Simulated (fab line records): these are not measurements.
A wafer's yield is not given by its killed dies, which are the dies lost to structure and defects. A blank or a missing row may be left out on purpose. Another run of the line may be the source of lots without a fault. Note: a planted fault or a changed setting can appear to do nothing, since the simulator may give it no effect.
A lot that was struck, set against a sound lot || flow ritCmos || 43 steps out of a route of 202
Sound: wafers L380.1, L380.3, L380.4. Struck: wafers L386.1, L386.5. (L386.6 of the same lot was not struck and is left out.) The cause comes at the end.
Order at every step that has rows: each side's tool, ch and its chambers, its first start. Under that, the readings that differ: sound wafers || struck wafers || difference of the means || sigmas: that difference in standard deviations of wafers without a fault.
alike: words and numbers the same on both sides, and readings whose means are apart by under 2 such deviations; not compared: readings that were withheld, readings missing a value for some wafer, numbers with overlapping values and no deviation given by the record, and bounds like >300 which may hide the same value.
A row with sigmas, a row that says differs or no value, or rows on one side alone: a step with any of these is where the two part. When numbers do not overlap yet have no deviation, they are printed without sigmas and do not part them. Lack of a reading on every wafer of one side parts them only where that side has two or more wafers.

first, 1 step without rows for these wafers: RIT_NRETRO_IMPLANT_08.
RIT_NRETRO_STRIP_09: strips in O2, time 180 s.
  sound on plasmaAsher-02 ch 0,1, day 4 04:27; struck on plasmaAsher-02 ch 0,1, day 5 08:55
  alike: drypumpMotorCurrentA
  not compared: rfHoursCounterH
RIT_NRETRO_TW_MEAS_10:
  sound on filmMetro-01 at day 4 04:37; struck on filmMetro-03 at day 5 09:05
  alike: NRETRO_TW
then, 6 steps without rows for these wafers: RIT_PRETRO_HMDS_00 (prime time 60 s); RIT_PRETRO_COAT_01 (resist thk 1300 nm); RIT_PRETRO_SOFTBAKE_02 (time 60 s); RIT_PRETRO_EXPOSE_03 (exposes mask M5, target cd 43700 nm); RIT_PRETRO_PEB_04; RIT_PRETRO_DEVELOP_05 (develop time 68 s).
RIT_PRETRO_OVL_MEAS_06:
  sound on overlay-01 at day 4 05:41; struck on overlay-02 at day 5 10:10
  alike: PRETRO_OVL
then, 2 steps without rows for these wafers: RIT_PRETRO_HARDBAKE_07 (time 120 s); RIT_PRETRO_IMPLANT_08.
RIT_PRETRO_STRIP_09: strips in O2, time 180 s.
  sound on plasmaAsher-03 ch 0,1, day 4 06:07; struck on plasmaAsher-03 ch 1, day 5 10:35
  alike: drypumpMotorCurrentA
  not compared: rfHoursCounterH
RIT_PRETRO_TW_MEAS_10:
  sound on filmMetro-04 at day 4 06:18; struck on filmMetro-04 at day 5 10:46
  alike: PRETRO_TW
then, 5 steps without rows for these wafers: RIT_GATE_WET_ETCH_00 (etches SiO2 in BOE, target depth 56 nm, time 60 s); RIT_GATE_CLEAN_01 (cleans in SC1, time 600 s); RIT_GATE_CLEAN_02 (cleans in dHF, time 30 s); RIT_GATE_CLEAN_03 (cleans in SC2, time 600 s); RIT_GATE_CLEAN_04 (cleans in dHF, time 60 s).
RIT_FOX2_THK_MEAS_91:
  sound on filmMetro-02 at day 4 06:49; struck on filmMetro-01 at day 5 11:16
  alike: FIELD_OXIDE_LEFT_2_THK
then, 2 steps without rows for these wafers: RIT_GATE_OXIDATION_05 (target thk 3 nm, ox time 270 s); RIT_GATE_ANNEAL_06 (time 600 s).
RIT_GATE_THK_MEAS_07:
  sound on filmMetro-01 at day 4 08:12; struck on filmMetro-03 at day 5 13:48
  alike: GATE_OXIDE_THK
then, 1 step without rows for these wafers: RIT_GATE_CVD_08 (deposits poly-Si from SiH4, target thk 250 nm, time 2220 s).
RIT_GATE_THK_MEAS_09:
  sound on filmMetro-01 at day 4 09:52; struck on filmMetro-03 at day 5 15:29
  alike: GATE_POLY_THK
then, 6 steps without rows for these wafers: RIT_GATE_HMDS_10 (prime time 60 s); RIT_GATE_COAT_11 (resist thk 850 nm); RIT_GATE_SOFTBAKE_12 (time 60 s); RIT_GATE_EXPOSE_13 (exposes mask M6, target cd 150 nm); RIT_GATE_PEB_14; RIT_GATE_DEVELOP_15 (develop time 50 s).
RIT_GATE_CD_MEAS_16 targets a cd of 150 nm.
  sound on cdSem-02 at day 4 10:51; struck on cdSem-02 at day 5 16:34
{"reading": "cdNm (nm)", "sound": "154.2 155.6 155.1", "struck": "149.6 150.1", "difference": -5.1, "sigmas": -2}
RIT_GATE_OVL_MEAS_17:
  sound on overlay-01 at day 4 10:58; struck on overlay-02 at day 5 16:41
{"reading": "GATE_OVL (nm)", "sound": "2.2 4.7 2.8", "struck": "-1.7 -0.2", "difference": -4.2, "sigmas": -3}
then, 1 step without rows for these wafers: RIT_GATE_HARDBAKE_18 (time 60 s).
RIT_GATE_ETCH_19: etches poly-Si in SF6/CHF3/O2, stops on SiO2, time 165 s, target depth 312.5 nm.
  sound on rieSi-02 ch 0,1,3, day 4 11:10; struck on rieSi-02 ch 0,3, day 5 16:52
  alike: drypumpMotorCurrentA, oesProductAu, throttleValvePct
  not compared: rfHoursCounterH
RIT_GATE_STRIP_20: strips in O2, time 180 s.
  sound on plasmaAsher-01 ch 0,1, day 4 11:16; struck on plasmaAsher-01 ch 0,1, day 5 16:59
  alike: drypumpMotorCurrentA
  not compared: rfHoursCounterH
RIT_GATE_CD_MEAS_90 targets a cd of 150 nm.
  sound on cdSem-01 at day 4 11:26; struck on cdSem-01 at day 5 17:09
{"reading": "cdNm (nm)", "sound": "154.1 155.8 155.1", "struck": "149.0 150.0", "difference": -5.5, "sigmas": -2}
then, 4 steps without rows for these wafers: RIT_REOX_CLEAN_00 (cleans in SC1, time 600 s); RIT_REOX_CLEAN_01 (cleans in dHF, time 30 s); RIT_REOX_CLEAN_02 (cleans in SC2, time 600 s); RIT_REOX_OXIDATION_03 (target thk 25.2 nm, ox time 5580 s).
RIT_REOX_THK_MEAS_04:
  sound on filmMetro-04 at day 4 15:09; struck on filmMetro-02 at day 5 21:01
  alike: REOX_OXIDE_THK
RIT_M1_PROBE_99:
  rows exist in the record for the struck wafers here (prober-01, day 6 13:47), but not for the sound ones

## WHERE THEY PART
Earliest at RIT_GATE_CD_MEAS_16; latest, in this record, at RIT_M1_PROBE_99.

WHY: whatever the simulator had introduced
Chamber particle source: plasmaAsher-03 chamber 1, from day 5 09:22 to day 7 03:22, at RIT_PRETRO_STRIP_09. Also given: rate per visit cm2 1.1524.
